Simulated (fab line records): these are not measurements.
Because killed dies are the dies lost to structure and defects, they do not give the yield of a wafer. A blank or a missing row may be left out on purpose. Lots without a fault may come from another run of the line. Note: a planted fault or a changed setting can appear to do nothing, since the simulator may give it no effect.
8D (eight disciplines) problem report, filled in by code	flow berkeleyCmos170	the parts of the form that need people (team, actions taken, sign-off) are left out

== 1. WHAT WENT WRONG ==
PFIELD_TW at UCB170_PFIELD_TW_MEAS_09 reads a mean of 672.7 on 9 wafers of 3 lots; wafers without a fault read 603.3 with a standard deviation of 2.5. That is +28 standard deviations from the usual mean.
First seen on wafer L251.1, day 6 23:35, on filmMetro-01. Wafers with a number at this step in the record: 45, from 15 lots. By rule, "out" or "out of limits" means more than 4 standard deviations away from the usual mean. The other wafers with a number count as sound.

== 2. WHAT IT IS; WHAT IT IS NOT ==
question	is	is not
which readings at this step	PFIELD_TW	-
which lots	L251, L253, L256	L241, L242, L243, L244, L247, L248, L249, L252, L257, L260, L261, L263
which wafers of those lots	all that have a number	-
read on which gauges	filmMetro-01, filmMetro-03, filmMetro-04	-
when	from day 6 23:35	up to then (21 sound wafers); but 15 sound wafers of L252, L257, L260, L261, L263 came after

== 3. THE SUSPECTS, EACH WITH WHAT RULES IT OUT ==
Counting: a tool at a process step up to the reading stays a suspect if it ran every lot that is out and no sound lot after the first of them.
- the gauge at UCB170_PFIELD_TW_MEAS_09: ruled out. The wafers that are out were read on 3 gauges (filmMetro-01, filmMetro-03, filmMetro-04).
- implanter-04 at UCB170_PFIELD_IMPLANT_07: kept. Every lot that is out went through it, starting with L251 (day 6 23:20), and after that it ran no sound lot; the last sound lot it ran before then is L247 (day 6 14:51). Its own readings are out on those wafers: doseIonsCm2, faradayCurrentUA.
Remaining after the count: implanter-04 at UCB170_PFIELD_IMPLANT_07.

== 4. THE CAUSE (what the simulator had put in) ==
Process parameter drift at UCB170_PFIELD_IMPLANT_07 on implanter-04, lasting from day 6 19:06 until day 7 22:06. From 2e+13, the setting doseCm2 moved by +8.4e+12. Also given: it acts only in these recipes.
Counting left only this tool.

== 5. THE EFFECT CHAIN, in route order ==
One row per reading whose mean, taken over the struck wafers that have a number, lies over 3 standard deviations from the usual. Only readings for which the record gives a usual standard deviation are gone through. hours: the time from each lot's start at the first step in this table that gives one to its start at this step, as a median over the lots. sigmas: the change in usual standard deviations.
hours	step	reading	usual	on struck wafers	change	sigmas
0	UCB170_PFIELD_IMPLANT_07	doseIonsCm2	1.9999e+13	2.8389e+13	+8.3903e+12	+99 or more
0	UCB170_PFIELD_IMPLANT_07	faradayCurrentUA	63.4	90.3	+26.9	+19
0	UCB170_PFIELD_TW_MEAS_09	PFIELD_TW	603.3	672.7	+69.4	+28
Its process steps:
- UCB170_PFIELD_IMPLANT_07
Later measuring or inspecting steps at which every struck wafer that the step has a row for has a number for every such reading, and none has moved that far: UCB170_FIELD_THK_MEAS_90.

== 6. WHAT WOULD HAVE CAUGHT IT SOONER ==
In this record the first reading out of limits at a measuring or inspecting step was taken at day 6 23:35, 4 hours after the fault began at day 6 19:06.
Tool's own readings at UCB170_PFIELD_IMPLANT_07, doseIonsCm2, faradayCurrentUA: out on all struck wafers the step has rows for; an alarm limit on them would have tripped on the first.
Among the 3 lots that are out, L253, L256 began UCB170_PFIELD_IMPLANT_07 on implanter-04 after day 6 23:35. A hold on the tool at that time would have spared those 2.
